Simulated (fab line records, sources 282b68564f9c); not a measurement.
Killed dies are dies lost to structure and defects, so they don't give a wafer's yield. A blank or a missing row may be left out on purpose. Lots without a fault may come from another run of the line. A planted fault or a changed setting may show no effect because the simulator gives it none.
A struck lot beside a sound one | flow rit_cmos | 17 steps out of a route of 202
Sound: wafers L132.1, L132.2, L132.5. Struck: wafers L140.3, L140.4, L140.5. The cause comes at the end.
At each step with rows: each side's tool, then ch and its chambers, then its first start. Under that, the readings that differ: sound wafers | struck wafers | difference of the means | sigmas: that difference in standard deviations of wafers without a fault.
alike: readings whose means differ by less than 2 such deviations, and words and numbers that are the same on both sides. not compared: withheld readings, readings that some wafer has no value for, bounds like >300 that may hide the same value, and numbers for which the record gives no deviation and whose values overlap.
The two part at a step that has a row with sigmas, a row that says differs or no value, or rows on one side only. Numbers that don't overlap but have no deviation are shown without sigmas and don't part them. A reading that every wafer of one side lacks parts them only if that side has two wafers or more.

first, 1 step without rows for these wafers: RIT_PLDD_IMPLANT_08.
RIT_PLDD_STRIP_09: strips in O2, time 180 s.
  sound on plasma_asher-04 ch 0,1, day 6 00:37; struck on plasma_asher-02 ch 0,1, day 7 16:00
  alike: chamber_pressure_mTorr, drypump_motor_current_A, rf_refl_power_W
  not compared: rf_hours_counter_h
RIT_PLDD_TW_MEAS_10:
  sound on film_metro-03, day 6 00:47; struck on film_metro-04, day 7 16:08
  alike: PLDD_TW
then, 4 steps without rows for these wafers: RIT_SPACER_CLEAN_00 (cleans in SC1, time 600 s); RIT_SPACER_CLEAN_01 (cleans in dHF, time 30 s); RIT_SPACER_CLEAN_02 (cleans in SC2, time 600 s); RIT_SPACER_CVD_03 (deposits Si3N4 from SiH2Cl2/NH3, target thk 250 nm, time 3300 s).
RIT_SPACER_THK_MEAS_04:
  sound on film_metro-04, day 6 04:05; struck on film_metro-04, day 7 18:29
  alike: SPACER_NITRIDE_THK
RIT_SPACER_ETCHBACK_05: etches Si3N4 in SF6/CHF3, stops on SiO2, target depth 250 nm, time 240 s.
  sound on rie_diel-01 ch 1,2,3, day 6 04:09; struck on rie_diel-01 ch 1,2,3, day 7 18:31
  alike: chamber_pressure_mTorr, drypump_motor_current_A, oes_product_au, throttle_valve_pct
  not compared: rf_hours_counter_h
then, 3 steps without rows for these wafers: RIT_NSD_HMDS_00 (prime time 60 s); RIT_NSD_COAT_01 (resist thk 1000 nm); RIT_NSD_SOFTBAKE_02 (time 60 s).
RIT_NSD_EXPOSE_03: exposes mask M9, target cd 40700 nm.
  sound on iline_stepper-01 ch 0, day 6 04:52; struck on iline_stepper-02 ch 0, day 7 19:17
  reading                     | sound             | struck            | difference | sigmas
  model.NSD.overlay_x_nm (nm) | 1.106 1.106 1.106 | 360.8 360.8 360.8 | +359.7     |
  alike: mask, focus_offset_nm, reticle_temp_C
then, 2 steps without rows for these wafers: RIT_NSD_PEB_04; RIT_NSD_DEVELOP_05 (develop time 50 s).
RIT_NSD_OVL_MEAS_06:
  sound on overlay-02, day 6 05:16; struck on overlay-02, day 7 19:52
  reading      | sound       | struck            | difference | sigmas
  NSD_OVL (nm) | 0.7 1.0 2.4 | 358.7 359.6 359.2 | +357.8     | +99 or more
  not compared: hold
RIT_M1_PROBE_99:
  the record has rows for the sound wafers here (prober-01, day 6 15:31) and none for the struck ones

WHERE THEY PART
First at RIT_NSD_OVL_MEAS_06; last, within this record, at RIT_M1_PROBE_99.

WHY: what the simulator had put in
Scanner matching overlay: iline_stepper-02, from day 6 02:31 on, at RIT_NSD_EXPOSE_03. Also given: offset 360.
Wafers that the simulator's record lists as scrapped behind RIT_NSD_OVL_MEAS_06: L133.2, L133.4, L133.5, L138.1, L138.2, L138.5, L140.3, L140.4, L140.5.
